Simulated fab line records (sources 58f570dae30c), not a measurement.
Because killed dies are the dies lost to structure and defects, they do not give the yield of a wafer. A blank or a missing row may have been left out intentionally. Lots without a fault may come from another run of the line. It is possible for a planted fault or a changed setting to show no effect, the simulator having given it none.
Check of tool commonality -- flow berkeley-cmos170 -- Sample size 14 lots and 42 wafers

== THE REASON FOR OPENING IT ==
UCB170_PWELL_TW_MEAS_17, reading PWELL_TW: flagged on 2 of 14 lots. Fault-free wafers read 375, with a standard deviation of 3.1.
Rule: a lot is flagged in two cases, either no wafer of it has a number, or all its wafers with numbers fall more than 4 standard deviations from that mean. As for the other lots, they are considered sound.

lot,measured,on,"PWELL_TW, wafer by wafer",flag
L859,day 3 05:17,film-metro-03,372 372 370,
L860,day 3 08:16,film-metro-04,380 378 382,
L861,day 3 08:38,film-metro-04,381 380 380,
L863,day 4 01:13,film-metro-03,375 373 373,
L866,day 4 07:49,film-metro-03,374 370 373,
L867,day 4 18:18,film-metro-03,373 374 375,
L871,day 5 14:53,film-metro-02,373 374 373,
L869,day 5 15:09,film-metro-04,376 377 378,
L872,day 5 17:55,film-metro-03,372 372 372,
L873,day 5 21:46,film-metro-04,433 434 434,FLAGGED
L875,day 6 15:28,film-metro-03,426 423 424,FLAGGED
L876,day 6 15:45,film-metro-02,376 375 376,
L878,day 7 03:28,film-metro-04,379 378 379,
L880,day 7 09:16,film-metro-04,376 376 378,
The mean of the flagged lots' numbers is 429, +54 from the usual (+17 standard deviations).

== TOOL THAT RAN EACH LOT ==
The record keeps 1 process step preceding the reading, out of 331 steps on the route. Every cell lists first the tool, next ch and the chambers used by the sampled wafers, and last the start.
lot,flag,UCB170_PWELL_IMPLANT_15
L859,,"implanter-01 ch 0, day 3 05:02"
L860,,"implanter-01 ch 0, day 3 08:01"
L861,,"implanter-02 ch 0, day 3 08:23"
L863,,"implanter-03 ch 0, day 4 00:58"
L866,,"implanter-01 ch 0, day 4 07:34"
L867,,"implanter-01 ch 0, day 4 18:04"
L871,,"implanter-03 ch 0, day 5 14:39"
L869,,"implanter-02 ch 0, day 5 14:54"
L872,,"implanter-02 ch 0, day 5 17:41"
L873,FLAGGED,"implanter-02 ch 0, day 5 21:32"
L875,FLAGGED,"implanter-02 ch 0, day 6 15:13"
L876,,"implanter-01 ch 0, day 6 15:31"
L878,,"implanter-01 ch 0, day 7 03:13"
L880,,"implanter-01 ch 0, day 7 09:04"
What is done by these steps:
- UCB170_PWELL_IMPLANT_15
- UCB170_PWELL_TW_MEAS_17

== FLAGGED OVER TOTAL, TOOL BY TOOL (the gauges that took the reading come last) ==
step,tool,lots run,flagged,share of the flagged lots,sound lots run after its first flagged lot
UCB170_PWELL_IMPLANT_15,implanter-01,7,0,none,-
UCB170_PWELL_IMPLANT_15,implanter-02,5,2,all,0
UCB170_PWELL_IMPLANT_15,implanter-03,2,0,none,-
UCB170_PWELL_TW_MEAS_17,film-metro-02,2,0,none,-
UCB170_PWELL_TW_MEAS_17,film-metro-03,6,1,some,0
UCB170_PWELL_TW_MEAS_17,film-metro-04,6,1,some,"2 (L878,L880)"

== WHAT THE TABLE ALLOWS ==
In the table, 1 row covers all flagged lots: implanter-02 at UCB170_PWELL_IMPLANT_15.
- implanter-02 at UCB170_PWELL_IMPLANT_15 ran 5 lots, 2 of them flagged. A fault beginning between L872 (day 5 17:41), its last sound lot, and L873 (day 5 21:32), its first flagged one, fits the data. Its own readings lie more than 4 standard deviations out on every wafer of the flagged lots: dose-ions-cm2, faraday-current-uA.
Left over: one tool, implanter-02 at UCB170_PWELL_IMPLANT_15.

== WHAT HAD BEEN PUT IN BY THE SIMULATOR ==
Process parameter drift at UCB170_PWELL_IMPLANT_15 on implanter-02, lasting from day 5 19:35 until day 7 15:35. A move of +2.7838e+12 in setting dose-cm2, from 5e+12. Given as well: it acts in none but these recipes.
Shown lots that were struck: L873, L875. The rule above found the same.
